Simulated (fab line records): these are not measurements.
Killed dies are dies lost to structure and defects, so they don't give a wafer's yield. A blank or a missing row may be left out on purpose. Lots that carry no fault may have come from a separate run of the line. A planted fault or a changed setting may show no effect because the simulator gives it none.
Which tool is to blame? ; flow berkeley-cmos170 ; route of 331 steps, sampled at 1 step: 7 lots, 21 wafers

## WHAT THE GAUGES SHOWED, per wafer
UCB170_WELLDRIVE_THK_MEAS_02.
lot;measured;on;WELLDRIVE_OXIDE_THK (nm)
L142;day 3 19:49;film-metro-01;192 193 194
L144;day 4 05:31;film-metro-01;206 206 207
L147;day 4 17:21;film-metro-04;201 202 205
L149;day 5 08:59;film-metro-01;198 198 201
L152;day 6 01:56;film-metro-02;199 200 204
L153;day 6 06:14;film-metro-02;205 202 199
L161;day 8 00:13;film-metro-04;200 201 204

## WHAT TOOL EACH LOT RAN ON (gives the tool, then ch and the chambers of the sampled wafers, and finally the start)
Record: no process step prior to these readings.

## THE ANSWER, worked out from the rows above alone
Rule: what is usual is taken from the lots themselves. Put in order of their means at a reading, lots are off if they are a third of the lots or fewer, leave a main group of 4 or more, and stand apart from it by a gap of 3 or more times the standard deviation of the main group's means; of several such gaps the widest counts. A main group whose means are all the same, to the digits that the tables above print for the reading, isn't used. A lot without any number at a reading at which 4 lots or more have one is off too. Where the step has rows for the other lots, those lots are counted as sound.
No lot is off on any of the readings shown, so nothing can be concluded from this.

## WHAT THE SIMULATOR HAD INSERTED
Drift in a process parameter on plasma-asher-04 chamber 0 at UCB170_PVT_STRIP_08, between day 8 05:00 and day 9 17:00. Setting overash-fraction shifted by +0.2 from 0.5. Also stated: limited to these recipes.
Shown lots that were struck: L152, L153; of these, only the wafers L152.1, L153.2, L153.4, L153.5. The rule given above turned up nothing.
